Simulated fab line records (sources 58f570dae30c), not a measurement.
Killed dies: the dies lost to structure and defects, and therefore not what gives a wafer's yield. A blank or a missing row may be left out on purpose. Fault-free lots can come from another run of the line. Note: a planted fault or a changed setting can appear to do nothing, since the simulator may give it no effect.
Which of the tools did it? -- flow berkeley_cmos170 -- 42 wafers from 14 lots sampled at 4 of the route's 331 steps

WHAT THE GAUGES READ, wafer by wafer
UCB170_NSD_OVL_MEAS_07. Usual: NSD_OVL typically reads 1 nm, with standard deviation 6.9.
lot,measured,on,NSD_OVL (nm),flag
L938,day 7 15:54,overlay-01,5 -4 7,
L937,day 7 16:16,overlay-01,2 -1 5,
L941,day 7 23:43,overlay-02,-1 4 5,
L939,day 8 00:07,overlay-02,1 3 2,
L944,day 9 00:30,overlay-01,1 7 8,
L943,day 9 01:04,overlay-02,-8 -5 3,
L945,day 9 09:47,overlay-01,-6 -4 -11,
L946,day 9 10:03,overlay-02,3 -5 -7,
L948,day 10 09:32,overlay-02,8 4 8,
L950,day 10 16:56,overlay-02,3 9 0,
L949,day 10 17:41,overlay-02,-4 0 0,
L958,day 11 22:47,overlay-01,12 15 13,
L960,day 12 12:33,overlay-01,6 9 -1,
L959,day 13 04:50,overlay-01,2 6 5,

UCB170_NSD_TW_MEAS_10. Usual: NSD_TW typically reads 4176, with standard deviation 41.
lot,measured,on,NSD_TW,flag
L938,day 7 16:16,film_metro-02,4240 4239 4230,
L937,day 7 16:36,film_metro-02,4243 4233 4215,
L941,day 7 23:59,film_metro-01,4102 4119 4126,
L939,day 8 00:23,film_metro-02,4205 4206 4217,
L944,day 9 00:48,film_metro-03,4157 4152 4166,
L943,day 9 01:20,film_metro-01,4112 4110 4103,
L945,day 9 10:04,film_metro-02,4213 4213 4224,
L946,day 9 10:20,film_metro-01,4148 4144 4128,
L948,day 10 09:50,film_metro-02,4207 4216 4225,
L950,day 10 17:14,film_metro-01,4140 4137 4140,
L949,day 10 17:59,film_metro-03,4132 4134 4123,
L958,day 11 23:05,film_metro-03,4140 4164 4171,
L960,day 12 12:50,film_metro-02,4200 4201 4185,
L959,day 13 05:08,film_metro-02,4221 4195 4178,

UCB170_CONTACT_THK_MEAS_02. Usual: CONTACT_PSG_THK typically reads 702 nm, with standard deviation 5.3.
lot,measured,on,CONTACT_PSG_THK (nm),flag
L938,day 7 21:27,film_metro-04,700 704 695,
L937,day 7 21:28,film_metro-02,700 698 695,
L941,day 8 04:14,film_metro-02,708 707 707,
L939,day 8 06:01,film_metro-01,703 702 707,
L944,day 9 07:37,film_metro-01,1406 1412 1415,OFF
L943,day 9 05:49,film_metro-02,701 702 702,
L945,day 9 16:23,film_metro-01,1390 1394 1406,OFF
L946,day 9 14:36,film_metro-02,715 710 714,
L948,day 10 16:19,film_metro-04,708 706 708,
L950,day 10 21:39,film_metro-04,700 699 700,
L949,day 10 23:30,film_metro-01,695 694 691,
L958,day 12 06:09,film_metro-04,699 695 699,
L960,day 12 19:15,film_metro-01,697 705 697,
L959,day 13 09:26,film_metro-02,707 706 699,

WHAT TOOL EACH LOT RAN ON (gives the tool, then ch and the chambers of the sampled wafers, and finally the start)
lot,UCB170_CONTACT_CVD_01
L938,"lpcvd-02 ch 1, day 7 19:40"
L937,"lpcvd-02 ch 1, day 7 19:40"
L941,"lpcvd-02 ch 1, day 8 02:28"
L939,"lpcvd-02 ch 1, day 8 04:14"
L944,"lpcvd-01 ch 0, day 9 02:54 and lpcvd-02 ch 0, day 9 05:49"
L943,"lpcvd-02 ch 1, day 9 04:02"
L945,"lpcvd-02 ch 1, day 9 12:10 and lpcvd-01 ch 1, day 9 14:35"
L946,"lpcvd-01 ch 0, day 9 12:48"
L948,"lpcvd-01 ch 1, day 10 14:32"
L950,"lpcvd-01 ch 1, day 10 19:52"
L949,"lpcvd-01 ch 1, day 10 21:39"
L958,"lpcvd-01 ch 0, day 12 03:28"
L960,"lpcvd-02 ch 1, day 12 17:28"
L959,"lpcvd-02 ch 1, day 13 07:39"
- UCB170_CONTACT_CVD_01: deposits PSG from SiH4/O2/PH3, target thk 700 nm, time 2820 s.

AS READ BY THE TOOLS THEMSELVES (means over the sampled wafers that have a number; for cases with no such wafer, the mark the record gives instead)
UCB170_CONTACT_CVD_01. Usual: sih4_flow_sccm 60.02 sccm, standard deviation 0.17; spike_tc_centre_C 452.9 C, standard deviation 1.5.
lot,tool,sih4_flow_sccm (sccm),spike_tc_centre_C (C),flag
L938,lpcvd-02,59.91,454.2,
L937,lpcvd-02,59.99,455.0,
L941,lpcvd-02,60.10,454.1,
L939,lpcvd-02,59.87,453.8,
L944,lpcvd-01/lpcvd-02,59.91,451.0,
L943,lpcvd-02,60.04,453.4,
L945,lpcvd-02/lpcvd-01,60.06,454.3,
L946,lpcvd-01,60.08,452.2,
L948,lpcvd-01,59.90,452.8,
L950,lpcvd-01,59.73,453.5,
L949,lpcvd-01,59.72,453.4,
L958,lpcvd-01,60.08,451.0,
L960,lpcvd-02,59.97,455.4,
L959,lpcvd-02,59.92,455.4,

THE ANSWER, worked out from the rows above alone
Rule: a lot counts as off when the mean over its wafers that have a number is more than 3 standard deviations away from the usual mean. A lot without any number at a reading at which 4 lots or more have one is off too. The other lots that the step has rows for count as sound. First the gauges in route order, then the tools' own readings, where a lot's mean is used as printed above. The first step at which some lot is off is used, and at that step the reading that is off furthest; a lot without a number counts as furthest.
Off: at UCB170_CONTACT_THK_MEAS_02 (CONTACT_PSG_THK), L944, L945.
A tool fits if, at a process step before that reading, it ran every lot that is off, and no sound lot after the first of them. The gauges at UCB170_CONTACT_THK_MEAS_02 are tried like those tools. None of those tried fits.

WHAT WAS PUT IN BY THE SIMULATOR
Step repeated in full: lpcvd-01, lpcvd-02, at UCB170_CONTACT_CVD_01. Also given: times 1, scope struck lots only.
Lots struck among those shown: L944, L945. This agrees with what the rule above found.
